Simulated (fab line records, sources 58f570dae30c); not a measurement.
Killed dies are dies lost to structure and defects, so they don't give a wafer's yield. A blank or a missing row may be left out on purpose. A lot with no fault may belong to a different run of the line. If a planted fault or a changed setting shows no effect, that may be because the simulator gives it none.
Shared-tool check + flow berkeleyCmos170 + Lots sampled 15, wafers sampled 45

## WHY THIS WAS OPENED
UCB170_ACTIVE_THK_MEAS_06, reading ACTIVE_NITRIDE_THK: flagged on 3 of 15 lots. No-fault wafers: 219.9 nm, standard deviation 1.9.
Rule: a lot is flagged when every wafer of it that has a number lies more than 4 standard deviations from that mean, or none has a number. As for the other lots, they are considered sound.

| lot  | measured    | on           | ACTIVE_NITRIDE_THK (nm), wafer by wafer | flag    |
|------|-------------|--------------|-----------------------------------------|---------|
| L591 | day 3 23:55 | filmMetro-04 | 220.1 222.0 221.2                       |         |
| L592 | day 4 11:34 | filmMetro-01 | 217.5 214.7 215.2                       |         |
| L593 | day 4 11:34 | filmMetro-02 | 221.2 220.6 222.5                       |         |
| L594 | day 4 21:35 | filmMetro-04 | 220.9 222.1 221.1                       |         |
| L595 | day 5 03:39 | filmMetro-01 | 219.2 219.0 217.6                       |         |
| L596 | day 5 09:58 | filmMetro-01 | 222.3 222.9 221.2                       |         |
| L597 | day 5 09:58 | filmMetro-04 | 217.8 218.6 217.8                       |         |
| L598 | day 5 16:40 | filmMetro-04 | 167.3 166.0 166.2                       | FLAGGED |
| L599 | day 6 05:20 | filmMetro-02 | 218.4 218.8 217.6                       |         |
| L606 | day 7 07:49 | filmMetro-02 | 167.8 168.5 167.1                       | FLAGGED |
| L607 | day 7 11:14 | filmMetro-02 | 167.4 168.8 169.2                       | FLAGGED |
| L608 | day 7 21:09 | filmMetro-04 | 221.0 222.6 221.5                       |         |
| L609 | day 7 21:09 | filmMetro-01 | 220.7 220.6 220.5                       |         |
| L613 | day 9 00:22 | filmMetro-02 | 223.0 222.0 221.5                       |         |
| L614 | day 9 00:22 | filmMetro-01 | 221.4 222.0 222.9                       |         |
The mean of the flagged lots' numbers is 167.6 nm, -52.3 nm from the usual (-28 standard deviations).

## LOT BY LOT: THE TOOL USED
The record keeps 1 process step preceding the reading, out of 331 steps on the route. In each cell: the tool, then ch and the chambers that the sampled wafers went through, then the start.
| lot  | flag    | UCB170_ACTIVE_CVD_05       |
|------|---------|----------------------------|
| L591 |         | lpcvd-01 ch 0, day 3 21:59 |
| L592 |         | lpcvd-02 ch 0, day 4 09:38 |
| L593 |         | lpcvd-02 ch 1, day 4 09:38 |
| L594 |         | lpcvd-01 ch 1, day 4 19:40 |
| L595 |         | lpcvd-02 ch 1, day 5 01:44 |
| L596 |         | lpcvd-02 ch 0, day 5 08:03 |
| L597 |         | lpcvd-02 ch 0, day 5 08:03 |
| L598 | FLAGGED | lpcvd-02 ch 0, day 5 14:45 |
| L599 |         | lpcvd-01 ch 0, day 6 03:25 |
| L606 | FLAGGED | lpcvd-02 ch 0, day 7 05:53 |
| L607 | FLAGGED | lpcvd-02 ch 1, day 7 09:18 |
| L608 |         | lpcvd-01 ch 0, day 7 19:14 |
| L609 |         | lpcvd-01 ch 1, day 7 19:14 |
| L613 |         | lpcvd-01 ch 0, day 8 22:26 |
| L614 |         | lpcvd-01 ch 0, day 8 22:26 |
What these steps do:
- UCB170_ACTIVE_CVD_05: deposits Si3N4 from SiH2Cl2/NH3, target thk 220 nm, time 3300 s.
- UCB170_ACTIVE_THK_MEAS_06

## FLAGGED AGAINST TOTAL, ONE TOOL AT A TIME (gauges that did the reading follow at the end)
| step                      | tool         | lots run | flagged | share of the flagged lots | sound lots run after its first flagged lot |
|---------------------------|--------------|----------|---------|---------------------------|--------------------------------------------|
| UCB170_ACTIVE_CVD_05      | lpcvd-01     | 7        | 0       | none                      | -                                          |
| UCB170_ACTIVE_CVD_05      | lpcvd-02     | 8        | 3       | all                       | 0                                          |
| UCB170_ACTIVE_THK_MEAS_06 | filmMetro-01 | 5        | 0       | none                      | -                                          |
| UCB170_ACTIVE_THK_MEAS_06 | filmMetro-02 | 5        | 2       | some                      | 1 (L613)                                   |
| UCB170_ACTIVE_THK_MEAS_06 | filmMetro-04 | 5        | 1       | some                      | 1 (L608)                                   |

## WHAT IS ALLOWED BY THE TABLE
1 row of the table ran every flagged lot: lpcvd-02 at UCB170_ACTIVE_CVD_05.
- lpcvd-02 at UCB170_ACTIVE_CVD_05 ran 8 lots, 3 of them flagged. Last sound lot L596 at day 5 08:03, first flagged lot L598 at day 5 14:45; a fault beginning in between fits.
What remains is a single tool, lpcvd-02 at UCB170_ACTIVE_CVD_05.

## WHAT THE SIMULATOR HAD PUT IN
Site profile drift: lpcvd-02, from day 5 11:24 on, at UCB170_ACTIVE_CVD_05. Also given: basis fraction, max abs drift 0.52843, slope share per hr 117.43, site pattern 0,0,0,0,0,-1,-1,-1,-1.
Shown lots that were struck: L598, L606, L607. The rule given above showed the same thing.
